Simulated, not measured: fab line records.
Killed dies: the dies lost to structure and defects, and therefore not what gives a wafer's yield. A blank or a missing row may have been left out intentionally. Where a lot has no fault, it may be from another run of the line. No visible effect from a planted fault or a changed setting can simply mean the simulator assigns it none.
The tool behind it: which one? || flow rit-cmos || Sampling: 14 lots, 42 wafers, 2 of 202 route steps

## WHAT THE GAUGES SHOWED, per wafer
RIT_WELLDRIVE_RS_MEAS_02: a four-point-probe measurement. Usual: PWELL_RS gives 430.1 ohm/sq (standard deviation 1.4).
{"lot": "L639", "measured": "day 2 09:49", "on": "film-metro-01", "PWELL_RS (ohm/sq)": "429.0 429.8 429.1", "flag": ""}
{"lot": "L640", "measured": "day 2 14:44", "on": "film-metro-01", "PWELL_RS (ohm/sq)": "429.4 429.4 429.2", "flag": ""}
{"lot": "L641", "measured": "day 2 21:28", "on": "film-metro-02", "PWELL_RS (ohm/sq)": "430.3 430.1 432.3", "flag": ""}
{"lot": "L642", "measured": "day 3 00:59", "on": "film-metro-04", "PWELL_RS (ohm/sq)": "431.0 430.1 431.0", "flag": ""}
{"lot": "L643", "measured": "day 3 05:50", "on": "film-metro-02", "PWELL_RS (ohm/sq)": "431.5 431.5 431.7", "flag": ""}
{"lot": "L644", "measured": "day 3 18:04", "on": "film-metro-04", "PWELL_RS (ohm/sq)": "429.0 429.6 430.4", "flag": ""}
{"lot": "L645", "measured": "day 3 19:23", "on": "film-metro-04", "PWELL_RS (ohm/sq)": "429.4 430.8 429.8", "flag": ""}
{"lot": "L646", "measured": "day 3 23:43", "on": "film-metro-01", "PWELL_RS (ohm/sq)": "431.2 429.7 430.8", "flag": ""}
{"lot": "L647", "measured": "day 4 03:00", "on": "film-metro-04", "PWELL_RS (ohm/sq)": "427.2 426.7 427.7", "flag": ""}
{"lot": "L652", "measured": "day 5 03:05", "on": "film-metro-01", "PWELL_RS (ohm/sq)": "431.5 431.2 428.9", "flag": ""}
{"lot": "L654", "measured": "day 5 11:49", "on": "film-metro-04", "PWELL_RS (ohm/sq)": "- - -", "flag": "OFF"}
{"lot": "L655", "measured": "day 5 17:54", "on": "film-metro-04", "PWELL_RS (ohm/sq)": "- - -", "flag": "OFF"}
{"lot": "L656", "measured": "day 6 00:16", "on": "film-metro-04", "PWELL_RS (ohm/sq)": "428.9 429.4 428.2", "flag": ""}
{"lot": "L657", "measured": "day 6 04:11", "on": "film-metro-02", "PWELL_RS (ohm/sq)": "432.5 432.5 431.5", "flag": ""}

## WHAT TOOL EACH LOT RAN ON (gives the tool, then ch and the chambers of the sampled wafers, and finally the start)
{"lot": "L639", "RIT_PWELL_IMPLANT_08": "implanter-03 ch 0, day 2 04:14"}
{"lot": "L640", "RIT_PWELL_IMPLANT_08": "implanter-02 ch 0, day 2 09:09"}
{"lot": "L641", "RIT_PWELL_IMPLANT_08": "implanter-01 ch 0, day 2 15:53"}
{"lot": "L642", "RIT_PWELL_IMPLANT_08": "implanter-01 ch 0, day 2 19:05"}
{"lot": "L643", "RIT_PWELL_IMPLANT_08": "implanter-03 ch 0, day 3 00:16"}
{"lot": "L644", "RIT_PWELL_IMPLANT_08": "implanter-02 ch 0, day 3 11:56"}
{"lot": "L645", "RIT_PWELL_IMPLANT_08": "implanter-02 ch 0, day 3 13:04"}
{"lot": "L646", "RIT_PWELL_IMPLANT_08": "implanter-02 ch 0, day 3 16:35"}
{"lot": "L647", "RIT_PWELL_IMPLANT_08": "implanter-03 ch 0, day 3 21:26"}
{"lot": "L652", "RIT_PWELL_IMPLANT_08": "implanter-01 ch 0, day 4 21:30"}
{"lot": "L654", "RIT_PWELL_IMPLANT_08": "implanter-02 ch 0, day 5 06:14"}
{"lot": "L655", "RIT_PWELL_IMPLANT_08": "implanter-02 ch 0, day 5 12:19"}
{"lot": "L656", "RIT_PWELL_IMPLANT_08": "implanter-03 ch 0, day 5 18:41"}
{"lot": "L657", "RIT_PWELL_IMPLANT_08": "implanter-03 ch 0, day 5 21:38"}
- RIT_PWELL_IMPLANT_08

## WHAT THE TOOLS THEMSELVES READ (means of the sampled wafers that have a number; where no wafer has one, the mark that the record gives instead)
RIT_PWELL_IMPLANT_08. Usual: tilt-deg 7.001 degrees, standard deviation 0.019.
{"lot": "L639", "tool": "implanter-03", "tilt-deg (degrees)": 7.008, "flag": ""}
{"lot": "L640", "tool": "implanter-02", "tilt-deg (degrees)": 6.972, "flag": ""}
{"lot": "L641", "tool": "implanter-01", "tilt-deg (degrees)": 7.011, "flag": ""}
{"lot": "L642", "tool": "implanter-01", "tilt-deg (degrees)": 7.000, "flag": ""}
{"lot": "L643", "tool": "implanter-03", "tilt-deg (degrees)": 6.996, "flag": ""}
{"lot": "L644", "tool": "implanter-02", "tilt-deg (degrees)": 6.984, "flag": ""}
{"lot": "L645", "tool": "implanter-02", "tilt-deg (degrees)": 6.991, "flag": ""}
{"lot": "L646", "tool": "implanter-02", "tilt-deg (degrees)": 7.018, "flag": ""}
{"lot": "L647", "tool": "implanter-03", "tilt-deg (degrees)": 6.996, "flag": ""}
{"lot": "L652", "tool": "implanter-01", "tilt-deg (degrees)": 7.029, "flag": ""}
{"lot": "L654", "tool": "implanter-02", "tilt-deg (degrees)": 7.924, "flag": "OFF"}
{"lot": "L655", "tool": "implanter-02", "tilt-deg (degrees)": 7.927, "flag": "OFF"}
{"lot": "L656", "tool": "implanter-03", "tilt-deg (degrees)": 6.997, "flag": ""}
{"lot": "L657", "tool": "implanter-03", "tilt-deg (degrees)": 7.003, "flag": ""}

## THE ANSWER, worked out from the rows above alone
Rule: a lot is off if the mean of its wafers that have a number lies more than 3 standard deviations from the usual mean. Also off: a lot with no number at a reading for which 4 or more lots have one. Any other lot the step has rows for is counted as sound. The gauges are gone through in route order, then the tools' own readings, and for those a lot's mean is taken as printed above. At the first step where some lot is off, the reading lying furthest off is the one used; lots without a number count as furthest.
Off: L654, L655, seen at RIT_WELLDRIVE_RS_MEAS_02 (PWELL_RS). Without a number there: L654, L655.
If a tool, at a process step before that reading, ran all the lots that are off and no sound lot after the first of them, it fits. The gauges at RIT_WELLDRIVE_RS_MEAS_02 aren't tried: what is off there is off at RIT_PWELL_IMPLANT_08 too, on other tools, and a gauge's error can't cause that. One candidate fits, namely implanter-02 at RIT_PWELL_IMPLANT_08. A fault onset in the window from L646 (day 3 16:35, its last sound lot) to L654 (day 5 06:14, its first lot off) fits.
The tool's own readings at RIT_PWELL_IMPLANT_08 bear it out: on the lots that are off they differ by more than 5 times the standard deviation of the sound lots' means. tilt-deg reads 7.925 degrees there against 7.000 degrees on the sound lots.

## WHAT WAS PUT IN BY THE SIMULATOR
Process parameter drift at RIT_PWELL_IMPLANT_08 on implanter-02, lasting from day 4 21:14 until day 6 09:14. Setting tilt-deg shifted by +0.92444 from 7. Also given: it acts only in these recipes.
Lots struck among those shown: L654, L655. The rule above reached the same finding.
